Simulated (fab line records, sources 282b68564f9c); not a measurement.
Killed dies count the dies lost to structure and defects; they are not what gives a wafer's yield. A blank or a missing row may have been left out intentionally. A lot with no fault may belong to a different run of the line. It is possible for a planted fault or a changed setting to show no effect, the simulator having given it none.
fab line records    flow rit_cmos
[record] lots = 15  wafers = 45  last_day = 7
route steps=202 shown SPACER@128 M1@202
lots that met no fault: taken from a fault-free run of the same line
start_h: start of the lot's first displayed wafer, in hours after the record's first day    wait_h: hours since the lot's step before    " same as the row above    L1.1+2: a row that stands for several wafers    - no value, or no start was given    * or withheld: withheld    < > ~ a bound
route shown NAME@n: names a module that has steps shown in the file, with the first one's number in the route    usual: the fault-free wafers' mean and standard deviation    same: alike in all rows    chamber/n: place in a boat    sites: per-site readings    _std_site: standard deviation of those values    _edge_site: inner sites' mean taken away from outer sites' mean    radius_mm: how far each site lies from the wafer's centre    mask NAME#n: copy n    behind: the tool/chamber that last shaped the wafer    hold: why the lot went on hold/how many hours it stayed there/how the hold came to an end    device: the n, p or np transistor that did not switch    end of line: at the end of the route, the tests of the same wafers    a step with no rows: only its recipe    killed: count of dies lost to structure and defects at first sort (not the wafer's yield)    map: a wafer's dies, marking killed ones x, the rest . and places with no die _
set.NAME: setting as actually run; set.NAME@STEP: the setting as run at that earlier step    model.NAME: the simulator's own value behind a step, which no gauge read
route steps across a sampled set of lots; one table per step, one row per wafer
services: when a tool's chamber went out of use (start_h, in hours from the record's first day, below 0 if earlier), for how many hours, and the reason
[[steps]]
[step RIT_SPACER_CVD_03]
[recipe] material = Si3N4  target_thk_nm = 250  temp_c = 810  precursor = SiH2Cl2/NH3  time_s = 3300  pressure_mtorr = 300  sih2cl2_flow_sccm = 60  nh3_flow_sccm = 150
lot.wafer   tool      chamber  start_h  wait_h
L309.2+3+4  lpcvd-02  0        44.86    0.0
L310.1+2+5  lpcvd-02  1        49.91    0.0
L311.1+2+5  lpcvd-01  1        55.28    0.0
L313.2+4+5  lpcvd-01  1        64.90    0.0
L314.2+5+6  lpcvd-01  0        72.19    0.0
L315.1+3+4  lpcvd-01  0        74.10    0.2
L316.1+2+5  lpcvd-01  0        79.39    0.0
L325.1+3+6  lpcvd-02  1        125.26   0.0
L326.1+2+6  lpcvd-02  1        130.97   0.0
L327.2+3+5  lpcvd-01  1        139.71   0.0
L328.2+3+6  lpcvd-02  1        141.30   0.5
L329.4+5+6  lpcvd-02  0        144.07   0.0
L330.1+5+6  lpcvd-02  1        149.43   0.0
L331.2+5+6  lpcvd-02  0        153.81   0.0
L332.1+2+3  lpcvd-02  0        159.74   0.4
[step RIT_SPACER_THK_MEAS_04]
[recipe] reads = Si3N4_of_SPACER_CVD_03
[usual] SPACER_NITRIDE_THK = 249.2/2.2
lot.wafer  tool           chamber  start_h  wait_h  SPACER_NITRIDE_THK[nm]
L309.2     film_metro-01  -        46.78    0.0     248.2
L309.3     "              -        "        "       250.0
L309.4     "              -        "        "       249.0
L310.1     film_metro-04  -        51.83    0.0     248.2
L310.2     "              -        "        "       246.6
L310.5     "              -        "        "       245.6
L311.1     film_metro-04  -        57.19    0.0     247.8
L311.2     "              -        "        "       246.3
L311.5     "              -        "        "       245.5
L313.2     film_metro-01  -        66.83    0.0     250.7
L313.4     "              -        "        "       248.1
L313.5     "              -        "        "       249.7
L314.2     film_metro-04  -        74.11    0.1     217.1
L314.5     "              -        "        "       214.1
L314.6     "              -        "        "       215.5
L315.1     film_metro-02  -        76.02    0.1     216.1
L315.3     "              -        "        "       218.5
L315.4     "              -        "        "       217.7
L316.1     film_metro-01  -        81.31    0.1     213.6
L316.2     "              -        "        "       214.4
L316.5     "              -        "        "       217.4
L325.1     film_metro-04  -        127.18   0.0     251.4
L325.3     "              -        "        "       249.7
L325.6     "              -        "        "       251.0
L326.1     film_metro-02  -        132.89   0.0     249.2
L326.2     "              -        "        "       252.7
L326.6     "              -        "        "       250.9
L327.2     film_metro-02  -        141.64   0.0     252.2
L327.3     "              -        "        "       252.1
L327.5     "              -        "        "       250.7
L328.2     film_metro-02  -        143.23   0.0     249.7
L328.3     "              -        "        "       248.3
L328.6     "              -        "        "       249.5
L329.4     film_metro-01  -        146.02   0.0     249.8
L329.5     "              -        "        "       250.3
L329.6     "              -        "        "       252.4
L330.1     film_metro-01  -        151.35   0.0     250.2
L330.5     "              -        "        "       247.6
L330.6     "              -        "        "       246.7
L331.2     film_metro-02  -        155.74   0.0     253.5
L331.5     "              -        "        "       253.9
L331.6     "              -        "        "       251.9
L332.1     film_metro-02  -        161.66   0.0     251.4
L332.2     "              -        "        "       251.2
L332.3     "              -        "        "       250.8
[step RIT_SPACER_ETCHBACK_05]
[recipe] target_depth_a = 2500  SF6_flow_sccm = 30  CHF3_flow_sccm = 30  target = Si3N4  chemistry = SF6/CHF3  pressure_mtorr = 40  rf_w = 258.9  time_s = 240  stop_on = SiO2
[usual] drypump_motor_current_A = 6.1/0.54  oes_product_au = 0.845/0.011  throttle_valve_pct = 10.27/0.17
[same] time_s = 240
lot.wafer  tool         chamber  start_h  wait_h  drypump_motor_current_A  oes_product_au  rf_hours_counter_h  throttle_valve_pct
L309.2     rie_diel-04  3        46.83    0.0     5.3                      0.826           35                  10.43
L309.3     "            0        "        "       5.3                      0.843           52                  10.20
L309.4     "            3        "        "       5.3                      0.836           -                   10.44
L310.1     rie_diel-02  1        51.89    0.1     6.6                      0.856           5                   10.04
L310.2     "            0        "        "       6.6                      0.830           120                 10.23
L310.5     "            1        "        "       6.6                      0.841           -                   10.02
L311.1     rie_diel-03  1        57.25    0.1     6.4                      0.841           84                  10.18
L311.2     "            0        "        "       5.4                      0.851           56                  10.45
L311.5     "            2        "        "       6.6                      0.816           -                   10.53
L313.2     rie_diel-02  1        66.88    0.0     6.7                      0.866           6                   10.04
L313.4     "            3        "        "       5.2                      0.851           71                  10.52
L313.5     "            1        "        "       6.6                      0.854           -                   10.03
L314.2     rie_diel-02  1        74.16    0.0     6.6                      0.777           6                   10.02
L314.5     "            1        "        "       6.7                      0.770           -                   9.99
L314.6     "            0        "        "       6.7                      0.764           -                   10.22
L315.1     rie_diel-03  2        76.08    0.1     6.6                      0.741           116                 10.51
L315.3     "            3        "        "       6.1                      0.754           123                 10.18
L315.4     "            1        "        "       6.4                      0.767           85                  10.17
L316.1     rie_diel-03  1        81.37    0.1     6.4                      0.756           85                  10.14
L316.2     "            0        "        "       5.4                      0.775           56                  10.43
L316.5     "            2        "        "       6.6                      0.750           -                   10.48
L325.1     rie_diel-02  1        127.24   0.1     6.7                      0.857           7                   10.02
L325.3     "            3        "        "       5.3                      0.849           72                  10.51
L325.6     "            1        "        "       6.6                      0.856           -                   10.04
L326.1     rie_diel-02  1        132.95   0.1     6.6                      0.853           7                   10.03
L326.2     "            0        "        "       6.6                      0.853           121                 10.25
L326.6     "            1        "        "       6.6                      0.852           -                   10.03
L327.2     rie_diel-04  1        141.69   0.0     5.6                      0.864           2                   10.32
L327.3     "            0        "        "       5.3                      0.852           54                  10.20
L327.5     "            1        "        "       5.6                      0.856           -                   10.31
L328.2     rie_diel-03  0        143.28   0.0     5.4                      0.860           57                  10.43
L328.3     "            1        "        "       6.4                      0.837           86                  10.18
L328.6     "            2        "        "       6.6                      0.823           -                   10.51
L329.4     rie_diel-04  3        146.05   0.0     5.3                      0.838           37                  10.42
L329.5     "            3        "        "       5.3                      0.838           -                   10.42
L329.6     "            2        "        "       6.3                      0.834           -                   10.31
L330.1     rie_diel-04  2        151.41   0.1     6.3                      0.838           142                 10.34
L330.5     "            1        "        "       5.6                      0.851           -                   10.32
L330.6     "            0        "        "       5.3                      0.839           -                   10.20
L331.2     rie_diel-04  2        155.79   0.0     6.3                      0.844           142                 10.33
L331.5     "            0        "        "       5.4                      0.857           -                   10.19
L331.6     "            1        "        "       5.6                      0.857           -                   10.33
L332.1     rie_diel-03  1        161.72   0.1     6.4                      0.849           87                  10.18
L332.2     "            0        "        "       5.5                      0.864           58                  10.46
L332.3     "            2        "        "       6.6                      0.831           118                 10.52
[step RIT_M1_PROBE_99]
[usual] killed_at_contacts = 0.1/0.24  killed_at_front_end = 7/3.1  killed_dies = 7/3.1  killed_on_rim = 1.7/1.4  killed_open = 3.6/2.1  killed_short = 3.2/2
[same] gross_dies = 264  killed_at_M0_to_M3 = 0  killed_at_M4_up = 0  killed_at_back_side = 0  killed_at_other = 0
lot.wafer  tool       chamber  start_h  wait_h  killed_at_contacts  killed_at_front_end  killed_dies  killed_on_rim  killed_open  killed_short
L309.2     prober-02  -        57.98    0.1     0                   5                    5            2              1            4
L309.3     prober-02  -        58.03    0.2     0                   11                   11           6              7            4
L309.4     prober-02  -        58.08    0.2     0                   8                    8            2              5            3
L310.1     prober-01  -        64.00    0.1     0                   11                   11           2              5            6
L310.2     prober-01  -        64.05    0.1     0                   10                   10           1              3            7
L310.5     prober-01  -        64.20    0.2     0                   7                    7            1              4            3
L325.1     prober-02  -        138.42   0.1     0                   4                    4            0              2            2
L325.3     prober-02  -        138.52   0.2     0                   4                    4            2              2            2
L325.6     prober-02  -        138.67   0.2     0                   6                    6            1              4            2
L326.1     prober-01  -        144.29   0.1     0                   6                    6            0              1            5
L326.2     prober-01  -        144.34   0.1     0                   6                    6            1              2            4
L326.6     prober-01  -        144.54   0.2     0                   4                    4            0              3            1
L327.2     prober-02  -        153.07   0.1     0                   9                    9            2              5            4
L327.3     prober-02  -        153.12   0.2     0                   9                    9            0              2            7
L327.5     prober-02  -        153.22   0.2     0                   6                    6            2              3            3
L328.2     prober-01  -        155.63   0.1     0                   6                    6            3              2            4
L328.3     prober-01  -        155.68   0.2     0                   10                   10           5              7            3
L328.6     prober-01  -        155.83   0.2     0                   7                    7            1              4            3
L329.4     prober-02  -        157.63   0.2     0                   5                    5            2              2            3
L329.5     prober-02  -        157.68   0.2     0                   7                    7            2              3            4
L329.6     prober-02  -        157.73   0.2     0                   10                   10           0              5            5
L330.1     prober-01  -        162.78   0.1     0                   3                    3            0              2            1
L330.5     prober-01  -        162.98   0.2     0                   5                    5            2              1            4
L330.6     prober-01  -        163.03   0.2     0                   7                    7            1              5            2
L331.2     prober-02  -        167.14   0.1     0                   2                    2            0              2            0
L331.5     prober-02  -        167.29   0.2     1                   5                    6            0              1            5
L331.6     prober-02  -        167.34   0.2     0                   8                    8            1              6            2
// killed by level:class
L309.2 FOX1:geometric_particle:short=1 FOX1:geometric_particle:open=1 GATE:geometric_particle:short=1 SPACER:geometric_particle:short=1 SILICIDE:geometric_particle:short=1
L309.3 GATE:geometric_particle:short=4 FOX2:geometric_particle:open=3 GATE:geometric_particle:open=3 SPACER:geometric_particle:open=1
L309.4 GATE:geometric_particle:open=2 FOX1:geometric_particle:open=1 FOX2:geometric_particle:short=1 GATE:geometric_particle:short=1 REOX:geometric_particle:open=1 SPACER:geometric_particle:short=1 SILICIDE:geometric_particle:open=1
L310.1 GATE:geometric_particle:open=3 GATE:geometric_particle:short=2 SPACER:geometric_particle:short=2 FOX2:geometric_particle:open=1 FOX2:geometric_particle:short=1 REOX:geometric_particle:short=1 SILICIDE:geometric_particle:open=1
L310.2 GATE:geometric_particle:short=4 FOX1:geometric_particle:short=2 GATE:geometric_particle:open=2 REOX:geometric_particle:open=1 REOX:geometric_particle:short=1
L310.5 GATE:geometric_particle:open=3 GATE:geometric_particle:short=2 FOX1:geometric_particle:open=1 SILICIDE:geometric_particle:short=1
L325.1 GATE:geometric_particle:short=1 GATE:geometric_particle:open=1 REOX:geometric_particle:short=1 REOX:geometric_particle:open=1
L325.3 SPACER:geometric_particle:open=2 REOX:geometric_particle:short=1 SPACER:geometric_particle:short=1
L325.6 REOX:geometric_particle:open=2 FOX2:geometric_particle:open=1 GATE:geometric_particle:open=1 GATE:geometric_particle:short=1 REOX:geometric_particle:short=1
L326.1 GATE:geometric_particle:short=2 FOX2:geometric_particle:short=1 GATE:geometric_particle:open=1 REOX:geometric_particle:short=1 SILICIDE:geometric_particle:short=1
L326.2 FOX2:geometric_particle:open=2 GATE:geometric_particle:short=2 FOX1:geometric_particle:short=1 SPACER:geometric_particle:short=1
L326.6 FOX2:geometric_particle:open=1 REOX:geometric_particle:short=1 REOX:geometric_particle:open=1 SPACER:geometric_particle:open=1
L327.2 SPACER:geometric_particle:open=3 GATE:geometric_particle:short=2 REOX:geometric_particle:short=2 FOX1:geometric_particle:open=1 REOX:geometric_particle:open=1
L327.3 REOX:geometric_particle:short=5 FOX2:geometric_particle:open=1 GATE:geometric_particle:short=1 GATE:geometric_particle:open=1 SPACER:geometric_particle:short=1
L327.5 FOX1:geometric_particle:short=2 FOX1:geometric_particle:open=1 REOX:geometric_particle:open=1 REOX:geometric_particle:short=1 SILICIDE:geometric_particle:open=1
L328.2 SILICIDE:geometric_particle:short=2 GATE:geometric_particle:short=1 GATE:geometric_particle:open=1 REOX:geometric_particle:open=1 SPACER:geometric_particle:short=1
L328.3 GATE:geometric_particle:open=2 SILICIDE:geometric_particle:short=2 SILICIDE:geometric_particle:open=2 FOX2:geometric_particle:open=1 REOX:geometric_particle:short=1 REOX:geometric_particle:open=1 SPACER:geometric_particle:open=1
L328.6 GATE:geometric_particle:open=2 SPACER:geometric_particle:open=2 SILICIDE:geometric_particle:short=2 GATE:geometric_particle:short=1
L329.4 GATE:geometric_particle:short=3 GATE:geometric_particle:open=2
L329.5 GATE:geometric_particle:short=2 REOX:geometric_particle:open=2 FOX1:geometric_particle:short=1 GATE:geometric_particle:open=1 SILICIDE:geometric_particle:short=1
L329.6 FOX1:geometric_particle:short=4 GATE:geometric_particle:open=2 FOX1:geometric_particle:open=1 GATE:geometric_particle:short=1 REOX:geometric_particle:open=1 SPACER:geometric_particle:open=1
L330.1 GATE:geometric_particle:open=2 GATE:geometric_particle:short=1
L330.5 GATE:geometric_particle:short=3 FOX2:geometric_particle:open=1 FOX2:geometric_particle:short=1
L330.6 GATE:geometric_particle:open=2 GATE:geometric_particle:short=2 SPACER:geometric_particle:open=2 FOX2:geometric_particle:open=1
L331.2 GATE:geometric_particle:open=2
L331.5 GATE:geometric_particle:short=3 FOX1:geometric_particle:short=1 SPACER:geometric_particle:short=1 CONTACT:geometric_particle:open=1
L331.6 GATE:geometric_particle:open=5 GATE:geometric_particle:short=2 FOX1:geometric_particle:open=1
[[services]]
tool         chamber  start_h  hours  kind
lpcvd-02     -        22.19    6.1    pm
rie_diel-02  3        24.21    5.2    repair
rie_diel-04  1        28.25    9.1    repair
rie_diel-04  3        29.67    4.2    repair
rie_diel-04  1        37.36    -      clean
rie_diel-04  1        37.36    24.8   scheduled_down
rie_diel-04  1        37.36    24.8   vent_cycle
rie_diel-03  1        50.38    4.1    repair
rie_diel-02  2        98.30    5.0    repair
rie_diel-03  3        113.34   2.7    repair
rie_diel-04  3        121.15   6.7    repair
rie_diel-03  3        140.74   14.5   repair
rie_diel-02  -        145.14   2.8    pm
lpcvd-02     -        145.99   2.8    pm
[[key]]
[first_sign] step = RIT_SPACER_THK_MEAS_04  reading = SPACER_NITRIDE_THK  direction = down  sigmas = 15  usual = 249.2  struck = 216.0
[effect] step = RIT_SPACER_ETCHBACK_05  reading = oes_product_au  direction = down  sigmas = 7.3  usual = 0.845  struck = 0.762
met_at RIT_SPACER_CVD_03
struck_lots L314,L315,L316
struck_wafers L314.2,L314.5,L314.6,L315.1,L315.3,L315.4,L316.1,L316.2,L316.5
tester_left_out L314,L315,L316
[fault] kind = process_parameter_drift  tool = lpcvd-01  chamber = 0  onset_h = 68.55  steps = RIT_SPACER_CVD_03  channel = time_s  offset = *  shape = step  end_h = 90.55  acts_in = *  stated = *
// tester_left_out: of these lots the tester's yield and bins aren't shown, on N5 and GAA mostly nor the transistor test; their killed dies are dies lost to structure and defects alone, not to doping, threshold or leakage, so they don't give the yield
